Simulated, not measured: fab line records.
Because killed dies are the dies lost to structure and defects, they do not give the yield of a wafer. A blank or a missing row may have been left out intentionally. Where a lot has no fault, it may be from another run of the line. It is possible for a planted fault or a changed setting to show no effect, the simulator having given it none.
The tool behind it: which one? / flow berkeley-cmos170 / 15 lots, 45 wafers sampled, at 6 steps of a route of 331

== WHAT THE GAUGES SHOWED, per wafer ==
UCB170_CONTACT_CD_MEAS_90: target cd 700 nm.
lot=L629; measured=day 8 13:43; on=cd-sem-02; cd-nm (nm)=698.9 703.4 699.0
lot=L633; measured=day 10 00:52; on=cd-sem-02; cd-nm (nm)=699.8 702.5 700.8
lot=L634; measured=day 10 01:11; on=cd-sem-01; cd-nm (nm)=701.0 699.9 702.4
lot=L631; measured=day 10 02:43; on=cd-sem-01; cd-nm (nm)=706.3 702.9 701.1
lot=L632; measured=day 10 03:00; on=cd-sem-01; cd-nm (nm)=702.0 697.1 699.9
lot=L635; measured=day 10 18:54; on=cd-sem-01; cd-nm (nm)=698.1 699.2 697.8
lot=L638; measured=day 11 16:15; on=cd-sem-02; cd-nm (nm)=698.5 700.1 700.5
lot=L642; measured=day 12 15:01; on=cd-sem-01; cd-nm (nm)=700.7 702.0 702.0
lot=L640; measured=day 12 15:17; on=cd-sem-02; cd-nm (nm)=700.8 700.3 703.4
lot=L648; measured=day 13 21:26; on=cd-sem-02; cd-nm (nm)=698.1 698.1 701.1
lot=L647; measured=day 13 21:43; on=cd-sem-02; cd-nm (nm)=700.4 702.1 703.8
lot=L649; measured=day 14 11:13; on=cd-sem-02; cd-nm (nm)=702.5 702.5 701.5
lot=L650; measured=day 14 13:19; on=cd-sem-02; cd-nm (nm)=700.6 703.0 700.2
lot=L652; measured=day 14 13:40; on=cd-sem-02; cd-nm (nm)=701.4 700.1 702.2
lot=L651; measured=day 14 16:18; on=cd-sem-01; cd-nm (nm)=699.0 698.5 700.7

UCB170_V1_BOW_MEAS_03.
lot=L629; measured=day 8 17:37; on=film-metro-02; V1_BOW (um)=20 28 11
lot=L633; measured=day 10 04:39; on=film-metro-01; V1_BOW (um)=15 13 29
lot=L634; measured=day 10 05:59; on=film-metro-02; V1_BOW (um)=17 30 9
lot=L631; measured=day 10 07:19; on=film-metro-02; V1_BOW (um)=17 23 19
lot=L632; measured=day 10 07:19; on=film-metro-04; V1_BOW (um)=16 12 25
lot=L635; measured=day 10 23:23; on=film-metro-04; V1_BOW (um)=18 14 10
lot=L638; measured=day 11 21:07; on=film-metro-01; V1_BOW (um)=22 17 14
lot=L642; measured=day 12 19:40; on=film-metro-01; V1_BOW (um)=17 17 16
lot=L640; measured=day 12 19:35; on=film-metro-02; V1_BOW (um)=21 21 14
lot=L648; measured=day 14 01:40; on=film-metro-04; V1_BOW (um)=18 24 21
lot=L647; measured=day 14 03:02; on=film-metro-04; V1_BOW (um)=3 28 15
lot=L649; measured=day 14 16:19; on=film-metro-02; V1_BOW (um)=16 20 25
lot=L650; measured=day 14 17:42; on=film-metro-02; V1_BOW (um)=2 15 29
lot=L652; measured=day 14 19:01; on=film-metro-04; V1_BOW (um)=31 26 20
lot=L651; measured=day 14 20:23; on=film-metro-04; V1_BOW (um)=24 6 16

UCB170_V1_CD_MEAS_12: target cd 700 nm.
lot=L629; measured=day 8 18:49; on=cd-sem-01; cd-nm (nm)=700.0 699.2 700.1
lot=L633; measured=day 10 09:26; on=cd-sem-02; cd-nm (nm)=697.8 699.5 698.8
lot=L634; measured=day 10 09:31; on=cd-sem-01; cd-nm (nm)=700.5 701.4 702.6
lot=L631; measured=day 10 09:47; on=cd-sem-01; cd-nm (nm)=695.8 697.0 695.6
lot=L632; measured=day 10 09:43; on=cd-sem-02; cd-nm (nm)=699.0 700.2 699.6
lot=L635; measured=day 11 02:19; on=cd-sem-01; cd-nm (nm)=698.3 696.4 699.0
lot=L638; measured=day 11 23:33; on=cd-sem-01; cd-nm (nm)=699.4 699.4 700.3
lot=L642; measured=day 12 22:13; on=cd-sem-01; cd-nm (nm)=700.4 699.8 699.7
lot=L640; measured=day 12 21:56; on=cd-sem-01; cd-nm (nm)=700.1 699.7 701.7
lot=L648; measured=day 14 06:53; on=cd-sem-01; cd-nm (nm)=700.3 700.6 701.6
lot=L647; measured=day 14 07:01; on=cd-sem-02; cd-nm (nm)=697.1 698.8 697.8
lot=L649; measured=day 14 18:34; on=cd-sem-02; cd-nm (nm)=701.7 701.4 701.1
lot=L650; measured=day 14 19:07; on=cd-sem-02; cd-nm (nm)=699.6 699.4 699.8
lot=L652; measured=day 14 20:26; on=cd-sem-02; cd-nm (nm)=702.1 703.7 703.8
lot=L651; measured=day 14 22:59; on=cd-sem-01; cd-nm (nm)=699.8 699.4 700.6

UCB170_M2_RS_MEAS_02: the measuring method here is four-point-probe.
lot=L629; measured=day 8 19:31; on=film-metro-04; M2_AL_RS (ohm/sq)=0.0319 0.0318 0.0319
lot=L633; measured=day 10 10:08; on=film-metro-01; M2_AL_RS (ohm/sq)=0.0316 0.0324 0.0325
lot=L634; measured=day 10 10:14; on=film-metro-04; M2_AL_RS (ohm/sq)=0.0322 0.0320 0.0324
lot=L631; measured=day 10 10:31; on=film-metro-04; M2_AL_RS (ohm/sq)=0.0318 0.0319 0.0325
lot=L632; measured=day 10 10:25; on=film-metro-01; M2_AL_RS (ohm/sq)=0.0325 0.0324 0.0322
lot=L635; measured=day 11 03:16; on=film-metro-03; M2_AL_RS (ohm/sq)=0.0159 0.0160 0.0160
lot=L638; measured=day 12 00:16; on=film-metro-04; M2_AL_RS (ohm/sq)=0.0322 0.0326 0.0323
lot=L642; measured=day 12 23:14; on=film-metro-04; M2_AL_RS (ohm/sq)=0.0154 0.0158 0.0159
lot=L640; measured=day 12 22:53; on=film-metro-01; M2_AL_RS (ohm/sq)=0.0158 0.0163 0.0158
lot=L648; measured=day 14 07:36; on=film-metro-03; M2_AL_RS (ohm/sq)=0.0316 0.0324 0.0322
lot=L647; measured=day 14 07:44; on=film-metro-01; M2_AL_RS (ohm/sq)=0.0320 0.0316 0.0322
lot=L649; measured=day 14 19:16; on=film-metro-03; M2_AL_RS (ohm/sq)=0.0328 0.0324 0.0325
lot=L650; measured=day 14 19:50; on=film-metro-04; M2_AL_RS (ohm/sq)=0.0329 0.0324 0.0324
lot=L652; measured=day 14 21:09; on=film-metro-03; M2_AL_RS (ohm/sq)=0.0322 0.0315 0.0320
lot=L651; measured=day 14 23:41; on=film-metro-01; M2_AL_RS (ohm/sq)=0.0319 0.0323 0.0319

UCB170_M2_THK_MEAS_03: measures by xrf.
lot=L629; measured=day 8 19:38; on=film-metro-04; M2_AL_THK (nm)=907 913 908
lot=L633; measured=day 10 10:16; on=film-metro-01; M2_AL_THK (nm)=915 897 900
lot=L634; measured=day 10 10:22; on=film-metro-04; M2_AL_THK (nm)=905 905 900
lot=L631; measured=day 10 10:38; on=film-metro-04; M2_AL_THK (nm)=921 920 895
lot=L632; measured=day 10 10:32; on=film-metro-01; M2_AL_THK (nm)=893 890 899
lot=L635; measured=day 11 03:22; on=film-metro-03; M2_AL_THK (nm)=1800 1792 1779
lot=L638; measured=day 12 00:23; on=film-metro-04; M2_AL_THK (nm)=902 896 899
lot=L642; measured=day 12 23:27; on=film-metro-04; M2_AL_THK (nm)=1872 1841 1820
lot=L640; measured=day 12 23:01; on=film-metro-01; M2_AL_THK (nm)=1814 1769 1818
lot=L648; measured=day 14 07:43; on=film-metro-03; M2_AL_THK (nm)=913 885 890
lot=L647; measured=day 14 07:50; on=film-metro-01; M2_AL_THK (nm)=901 917 898
lot=L649; measured=day 14 19:23; on=film-metro-03; M2_AL_THK (nm)=875 889 881
lot=L650; measured=day 14 19:56; on=film-metro-04; M2_AL_THK (nm)=884 903 898
lot=L652; measured=day 14 21:16; on=film-metro-03; M2_AL_THK (nm)=892 909 899
lot=L651; measured=day 14 23:47; on=film-metro-01; M2_AL_THK (nm)=912 902 906

== WHAT TOOL EACH LOT RAN ON (gives the tool, then ch and the chambers of the sampled wafers, and finally the start) ==
lot=L629; UCB170_M2_SPUTTER_01=pvd-sputter-04, day 8 19:26
lot=L633; UCB170_M2_SPUTTER_01=pvd-sputter-04, day 10 10:04
lot=L634; UCB170_M2_SPUTTER_01=pvd-sputter-02, day 10 10:08
lot=L631; UCB170_M2_SPUTTER_01=pvd-sputter-04, day 10 10:26
lot=L632; UCB170_M2_SPUTTER_01=pvd-sputter-03, day 10 10:20
lot=L635; UCB170_M2_SPUTTER_01=pvd-sputter-03, day 11 02:53
lot=L638; UCB170_M2_SPUTTER_01=pvd-sputter-02, day 12 00:10
lot=L642; UCB170_M2_SPUTTER_01=pvd-sputter-02, day 12 22:52
lot=L640; UCB170_M2_SPUTTER_01=pvd-sputter-04, day 12 22:33
lot=L648; UCB170_M2_SPUTTER_01=pvd-sputter-03, day 14 07:31
lot=L647; UCB170_M2_SPUTTER_01=pvd-sputter-02, day 14 07:37
lot=L649; UCB170_M2_SPUTTER_01=pvd-sputter-04, day 14 19:11
lot=L650; UCB170_M2_SPUTTER_01=pvd-sputter-03, day 14 19:43
lot=L652; UCB170_M2_SPUTTER_01=pvd-sputter-02, day 14 21:04
lot=L651; UCB170_M2_SPUTTER_01=pvd-sputter-04, day 14 23:34
- UCB170_M2_SPUTTER_01: material Al, target thk 900 nm, time 120 s.

== WHAT THE TOOLS THEMSELVES READ (means of the sampled wafers that have a number; where no wafer has one, the mark that the record gives instead) ==
UCB170_M2_SPUTTER_01.
lot=L629; tool=pvd-sputter-04; cathode-dc-power-W (W)=6000.8; chamber-pressure-pa (Pa)=0.5010; throttle-valve-pct (%)=29.4
lot=L633; tool=pvd-sputter-04; cathode-dc-power-W (W)=6000.9; chamber-pressure-pa (Pa)=0.5001; throttle-valve-pct (%)=30.1
lot=L634; tool=pvd-sputter-02; cathode-dc-power-W (W)=6000.0; chamber-pressure-pa (Pa)=0.5004; throttle-valve-pct (%)=29.7
lot=L631; tool=pvd-sputter-04; cathode-dc-power-W (W)=5999.8; chamber-pressure-pa (Pa)=0.4994; throttle-valve-pct (%)=30.0
lot=L632; tool=pvd-sputter-03; cathode-dc-power-W (W)=5999.1; chamber-pressure-pa (Pa)=0.4998; throttle-valve-pct (%)=29.4
lot=L635; tool=pvd-sputter-03; cathode-dc-power-W (W)=5999.7; chamber-pressure-pa (Pa)=0.5003; throttle-valve-pct (%)=29.9
lot=L638; tool=pvd-sputter-02; cathode-dc-power-W (W)=6001.4; chamber-pressure-pa (Pa)=0.4999; throttle-valve-pct (%)=29.7
lot=L642; tool=pvd-sputter-02; cathode-dc-power-W (W)=6000.8; chamber-pressure-pa (Pa)=0.5008; throttle-valve-pct (%)=30.3
lot=L640; tool=pvd-sputter-04; cathode-dc-power-W (W)=6000.0; chamber-pressure-pa (Pa)=0.5003; throttle-valve-pct (%)=30.4
lot=L648; tool=pvd-sputter-03; cathode-dc-power-W (W)=6000.2; chamber-pressure-pa (Pa)=0.4995; throttle-valve-pct (%)=30.1
lot=L647; tool=pvd-sputter-02; cathode-dc-power-W (W)=6000.1; chamber-pressure-pa (Pa)=0.5006; throttle-valve-pct (%)=30.3
lot=L649; tool=pvd-sputter-04; cathode-dc-power-W (W)=6000.9; chamber-pressure-pa (Pa)=0.5001; throttle-valve-pct (%)=29.2
lot=L650; tool=pvd-sputter-03; cathode-dc-power-W (W)=5999.8; chamber-pressure-pa (Pa)=0.4996; throttle-valve-pct (%)=29.5
lot=L652; tool=pvd-sputter-02; cathode-dc-power-W (W)=6000.6; chamber-pressure-pa (Pa)=0.4992; throttle-valve-pct (%)=29.8
lot=L651; tool=pvd-sputter-04; cathode-dc-power-W (W)=6000.5; chamber-pressure-pa (Pa)=0.5010; throttle-valve-pct (%)=30.0

== THE ANSWER, worked out from the rows above alone ==
Rule: the usual values come from the lots themselves. The widest of any qualifying gaps counts: lots, ordered by their means at a reading, are off when they make up no more than a third of the lots, leave a main group of 4 or more, and stand apart from it by 3 or more times the standard deviation of that group's means. If all means in a main group match to the digits the tables above print for the reading, that group is not used. Also off: a lot with no number at a reading for which 4 or more lots have one. The other lots that the step has rows for count as sound. The gauges are gone through in route order, then the tools' own readings, and for those a lot's mean is taken as printed above. The first step at which some lot is off is used, and at that step the reading that is off furthest; a lot without a number counts as furthest.
Off: L635, L642, L640, at UCB170_M2_RS_MEAS_02 (M2_AL_RS). Mean 0.0322 ohm/sq and standard deviation 0.00023 in the main group.
If a tool, at a process step before that reading, ran all the lots that are off and no sound lot after the first of them, it fits. The gauges at UCB170_M2_RS_MEAS_02 are tried like those tools. Not one of the candidates tried fits.

== WHAT WAS PUT IN BY THE SIMULATOR ==
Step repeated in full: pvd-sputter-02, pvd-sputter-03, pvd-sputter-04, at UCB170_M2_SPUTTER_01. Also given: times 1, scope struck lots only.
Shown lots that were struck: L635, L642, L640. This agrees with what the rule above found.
